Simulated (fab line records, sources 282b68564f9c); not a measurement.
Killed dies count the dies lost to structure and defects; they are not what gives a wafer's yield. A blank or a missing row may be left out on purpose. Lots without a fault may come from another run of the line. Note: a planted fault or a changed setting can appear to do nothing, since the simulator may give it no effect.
Lot-split experiment | flow rit_cmos | 10 wafers read from 3 lots, route of 202 steps

## THE SPLIT ITSELF
At RIT_REOX_CLEAN_00 (cleans in SC1, time 600 s), the setting time_s was moved away from the recipe's 600 s on 2 of the 10 wafers read, by +13.7%. The other wafers ran this setting at the recipe's value.

## FROM THE SPLIT TO THE READING: what the file shows between them, 2 steps
- RIT_REOX_OXIDATION_03: target thk 25.2 nm, ox time 5580 s (also split here: ox_time_s)
- RIT_REOX_THK_MEAS_04

## THE READING
etest.npoly_line.rs_ohm_sq (the simulator's own value, which no gauge read), at RIT_M1_PROBE_99. There is no usual value for it anywhere in the file. Across the 8 wafers here that went through the recipe, the average is 17.05 and the standard deviation 0.22.

wafer  | tool, chamber at the split | time_s as run, s | against the recipe | etest.npoly_line.rs_ohm_sq | against lot-mates on the recipe
L074.1 | -, -                       | 600              | recipe             | 17.03                      | -
L074.3 | -, -                       | 600              | recipe             | 17.34                      | -
L074.4 | -, -                       | 600              | recipe             | 16.97                      | -
L074.5 | -, -                       | 600              | recipe             | 17.26                      | -
L074.6 | -, -                       | 600              | recipe             | 17.29                      | -
L080.1 | -, -                       | 682.4            | +13.7%             | 414.6                      | no lot-mate on the recipe
L080.3 | -, -                       | 682.4            | +13.7%             | 373.3                      | no lot-mate on the recipe
L084.3 | wet_bench-03, 3            | 600              | recipe             | 16.65                      | -
L084.5 | wet_bench-03, 3            | 600              | recipe             | 16.96                      | -
L084.6 | wet_bench-03, 3            | 600              | recipe             | 16.86                      | -

THE FIT
A straight line over all 10 wafers: etest.npoly_line.rs_ohm_sq changes by +27.4 for each +1% of time_s; r = +1.00; the points scatter about the line by 10.
Too few moved wafers with a lot-mate on the recipe to fit a line net of each lot's own level.

## THE WHOLE CHAIN: every reading that the file lists as answering this split, in the file's order
step            | what it does | reading                                                                       | change (the file's fit)           | r (the file's)
RIT_M1_PROBE_99 |              | etest.npoly_line.line_ohm_um (the simulator's own value, which no gauge read) | +212 for each +1% of the setting  | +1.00
RIT_M1_PROBE_99 |              | etest.ppoly_line.line_ohm_um (the simulator's own value, which no gauge read) | +104 for each +1% of the setting  | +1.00
RIT_M1_PROBE_99 |              | etest.npoly_sal.rs_ohm_sq (the simulator's own value, which no gauge read)    | +28.4 for each +1% of the setting | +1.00
RIT_M1_PROBE_99 |              | etest.npoly_line.rs_ohm_sq (the simulator's own value, which no gauge read)   | +27.4 for each +1% of the setting | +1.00

## FILE'S OWN FIT
etest.npoly_line.rs_ohm_sq changes by +27.4 for each +1% of time_s, r = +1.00.
